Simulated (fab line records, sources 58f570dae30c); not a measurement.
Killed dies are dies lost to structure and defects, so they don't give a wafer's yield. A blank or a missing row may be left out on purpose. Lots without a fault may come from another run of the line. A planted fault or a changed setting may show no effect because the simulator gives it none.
Problem report in the 8D (eight disciplines) form, filled by code | flow berkeley_cmos170 | the parts of the form that need people (team, actions taken, sign-off) are left out

1. THE PROBLEM
V1_POLISHED_THK at UCB170_V1_THK_MEAS_04 reads a mean of 1343.8 nm on 2 wafers of 2 lots; wafers without a fault read 999.8 nm with a standard deviation of 1.3. That is +99 or more standard deviations from the usual mean.
First seen on wafer L751.3, day 11 20:41, on film_metro-04. The record holds 42 wafers of 14 lots with a number at this step. Rule for "out", or "out of limits": more than 4 standard deviations from the usual mean. The other wafers with a number count as sound.

2. WHAT IT IS AND WHAT IT IS NOT
question                    | is                           | is not
which readings at this step | V1_POLISHED_THK              | -
which lots                  | L750, L751                   | L738, L739, L741, L742, L743, L744, L745, L746, L756, L757, L758, L761
which wafers of those lots  | L750.4, L751.3               | L750.3, L750.6, L751.2, L751.5
read on which gauges        | film_metro-01, film_metro-04 | film_metro-02
when                        | from day 11 20:41            | up to then (26 sound wafers); but 14 sound wafers of L750, L756, L757, L758, L761 came after

3. SUSPECTS, AND WHAT RULES EACH OUT
Counting: a tool at a process step up to the reading stays a suspect if it ran every lot that is out. Sound lots after the first of them don't rule it out here, since some wafers of a struck lot are sound.
- the gauge at UCB170_V1_THK_MEAS_04: ruled out. The wafers that are out were read on 2 gauges (film_metro-01, film_metro-04).
- rie_diel-01 at UCB170_CONTACT_ETCH_18 (etches PSG in CHF3/CF4/Ar, stops on TiSi2, target depth 840 nm, time 195 s): kept. It ran every lot that is out, first L751 (day 11 20:19); its last sound lot up to then is L743 (day 10 21:08). UCB170_CONTACT_ETCH_18 gives no start for some lots, so the hours and the order of its lots are those of UCB170_V1_CMP_02.
- cmp-01 at UCB170_V1_CMP_02 (polishes SiO2): kept. It ran every lot that is out, first L751 (day 11 20:19); its last sound lot up to then is L742 (day 10 20:40).
- Within cmp-01 at UCB170_V1_CMP_02: the wafers that are out ran in chamber 1; their sound lot-mates ran in chambers 0, 2.
Left after counting: rie_diel-01 at UCB170_CONTACT_ETCH_18, cmp-01 at UCB170_V1_CMP_02.

4. THE CAUSE (what the simulator had put in)
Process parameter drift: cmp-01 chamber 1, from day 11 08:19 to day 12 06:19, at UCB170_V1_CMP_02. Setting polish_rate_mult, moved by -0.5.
Counting left 2 suspects, and this tool is among them.

5. THE CHAIN OF EFFECTS, in route order
Each row: a reading whose mean over the struck wafers that have a number lies more than 3 standard deviations from the usual. Only readings for which the record gives a usual standard deviation are gone through. hours: the time from each lot's start at the first step in this table that gives one to its start at this step, as a median over the lots. sigmas: the change in usual standard deviations.
hours | step                  | reading              | usual      | on struck wafers | change | sigmas
0     | UCB170_V1_THK_MEAS_04 | V1_POLISHED_THK      | 999.8 nm   | 1343.8           | +344.0 | +99 or more
2     | UCB170_V1_ETCH_14     | oes_product_au       | 0.884 a.u. | 1.000            | +0.116 | +12
15    | UCB170_M3_PROBE_99    | defect_limited_yield | 98.8 %     | 0.4              | -98.4  | -99 or more
15    | UCB170_M3_PROBE_99    | killed_at_M0_to_M3   | 0.9        | 260.5            | +259.6 | +99 or more
15    | UCB170_M3_PROBE_99    | killed_dies          | 3.2        | 263.0            | +259.8 | +99 or more
15    | UCB170_M3_PROBE_99    | killed_on_rim        | 0.9        | 69.5             | +68.6  | +69
15    | UCB170_M3_PROBE_99    | sort_bin_5_function  | 0.7 %      | 99.4             | +98.7  | +99 or more
15    | UCB170_M3_PROBE_99    | sort_n_pass          | 260.8      | 1.0              | -259.8 | -99 or more
15    | UCB170_M3_PROBE_99    | sort_yield_pct       | 98.8 %     | 0.4              | -98.4  | -99 or more
The process steps in it:
- UCB170_V1_ETCH_14: etches SiO2 in CHF3/CF4/Ar, stops on Al, target depth 1250 nm, time 291 s.
- UCB170_M3_PROBE_99

6. WHAT WOULD HAVE CAUGHT IT SOONER
In this record the first reading out of limits at a measuring or inspecting step was taken at day 11 20:41, 12 hours after the fault began at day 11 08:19.
Of the tool readings at UCB170_V1_CMP_02 for which the record gives a usual standard deviation, none was out on any struck wafer, so an alarm limit of 4 standard deviations on them would not have fired.
Of the lots that are out (2), L750 began UCB170_V1_CMP_02 on cmp-01 after day 11 20:41. A hold on the tool at that time would have spared it.
